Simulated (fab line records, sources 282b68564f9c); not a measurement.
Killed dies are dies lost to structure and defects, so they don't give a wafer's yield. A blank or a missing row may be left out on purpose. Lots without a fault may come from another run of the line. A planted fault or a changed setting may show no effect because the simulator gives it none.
Tool commonality check | flow rit_cmos | 15 lots, 45 wafers sampled

WHY IT WAS OPENED
At RIT_SILICIDE_RS_MEAS_02 the reading SILICIDE_TI_RS is flagged on 3 of 15 lots. Wafers without a fault read 50.4 ohm/sq, standard deviation 0.84.
Rule: a lot is flagged when every wafer of it that has a number lies more than 4 standard deviations from that mean, or none has a number. The other lots count as sound.

lot  | measured    | on            | SILICIDE_TI_RS (ohm/sq), wafer by wafer | flag
L344 | day 3 03:01 | film_metro-03 | 50.3 50.4 49.8                          |
L345 | day 3 12:05 | film_metro-02 | 50.2 49.7 50.9                          |
L346 | day 3 16:46 | film_metro-03 | 50.5 50.9 50.3                          |
L347 | day 3 20:17 | film_metro-02 | 56.0 55.8 55.7                          | FLAGGED
L349 | day 4 07:59 | film_metro-03 | 55.5 56.4 56.0                          | FLAGGED
L351 | day 4 14:44 | film_metro-03 | 57.4 57.3 57.4                          | FLAGGED
L352 | day 4 19:47 | film_metro-03 | 50.0 50.2 50.0                          |
L356 | day 5 14:58 | film_metro-03 | 50.2 49.9 49.7                          |
L358 | day 6 01:19 | film_metro-03 | 48.9 49.9 49.0                          |
L360 | day 6 12:11 | film_metro-03 | 49.3 49.6 49.5                          |
L361 | day 6 15:34 | film_metro-04 | 51.0 52.5 52.0                          |
L363 | day 7 02:43 | film_metro-02 | 49.1 49.2 49.5                          |
L364 | day 7 07:16 | film_metro-02 | 51.4 50.5 50.9                          |
L365 | day 7 11:58 | film_metro-04 | 50.1 49.6 49.8                          |
L366 | day 7 16:36 | film_metro-02 | 50.1 50.5 50.0                          |
The numbers of the flagged lots are 56.4 ohm/sq on average: +6.0 ohm/sq against the usual, or +7 standard deviations.

WHICH TOOL RAN EACH LOT
The record holds 1 process step before the reading, out of a route of 202 steps. In each cell: the tool, then ch and the chambers that the sampled wafers went through, then the start.
lot  | flag    | RIT_SILICIDE_SPUTTER_01
L344 |         | pvd_sputter-03, day 3 02:52
L345 |         | pvd_sputter-04, day 3 11:55
L346 |         | pvd_sputter-03, day 3 16:34
L347 | FLAGGED | pvd_sputter-03, day 3 20:07
L349 | FLAGGED | pvd_sputter-03, day 4 07:50
L351 | FLAGGED | pvd_sputter-03, day 4 14:35
L352 |         | pvd_sputter-02, day 4 19:38
L356 |         | pvd_sputter-02, day 5 14:49
L358 |         | pvd_sputter-02, day 6 01:08
L360 |         | pvd_sputter-02, day 6 12:02
L361 |         | pvd_sputter-04, day 6 15:23
L363 |         | pvd_sputter-02, day 7 02:34
L364 |         | pvd_sputter-03, day 7 07:05
L365 |         | pvd_sputter-02, day 7 11:49
L366 |         | pvd_sputter-03, day 7 16:27
What these steps do:
- RIT_SILICIDE_SPUTTER_01: material Ti, target thk 30 nm, time 231.4 s.
- RIT_SILICIDE_RS_MEAS_02: measures by four-point-probe.

FLAGGED OVER TOTAL, TOOL BY TOOL (the gauges that took the reading come last)
step                    | tool           | lots run | flagged | share of the flagged lots | sound lots run after its first flagged lot
RIT_SILICIDE_SPUTTER_01 | pvd_sputter-02 | 6        | 0       | none                      | -
RIT_SILICIDE_SPUTTER_01 | pvd_sputter-03 | 7        | 3       | all                       | 2 (L364,L366)
RIT_SILICIDE_SPUTTER_01 | pvd_sputter-04 | 2        | 0       | none                      | -
RIT_SILICIDE_RS_MEAS_02 | film_metro-02  | 5        | 1       | some                      | 3 (L363,L364,L366)
RIT_SILICIDE_RS_MEAS_02 | film_metro-03  | 8        | 2       | some                      | 4 (L352,L356,L358,L360)
RIT_SILICIDE_RS_MEAS_02 | film_metro-04  | 2        | 0       | none                      | -

WHAT THE TABLE ALLOWS
1 row of the table ran every flagged lot: pvd_sputter-03 at RIT_SILICIDE_SPUTTER_01.
- pvd_sputter-03 at RIT_SILICIDE_SPUTTER_01: 3 of its 7 lots flagged. Sound lots ran on it after the first flagged one (L364, L366), which a lasting fault on the whole tool wouldn't allow. Its own readings lie more than 4 standard deviations out on every wafer of the flagged lots: cathode_dc_power_W.
No row of the table ran every flagged lot and no sound lot after the first.

WHAT THE SIMULATOR HAD PUT IN
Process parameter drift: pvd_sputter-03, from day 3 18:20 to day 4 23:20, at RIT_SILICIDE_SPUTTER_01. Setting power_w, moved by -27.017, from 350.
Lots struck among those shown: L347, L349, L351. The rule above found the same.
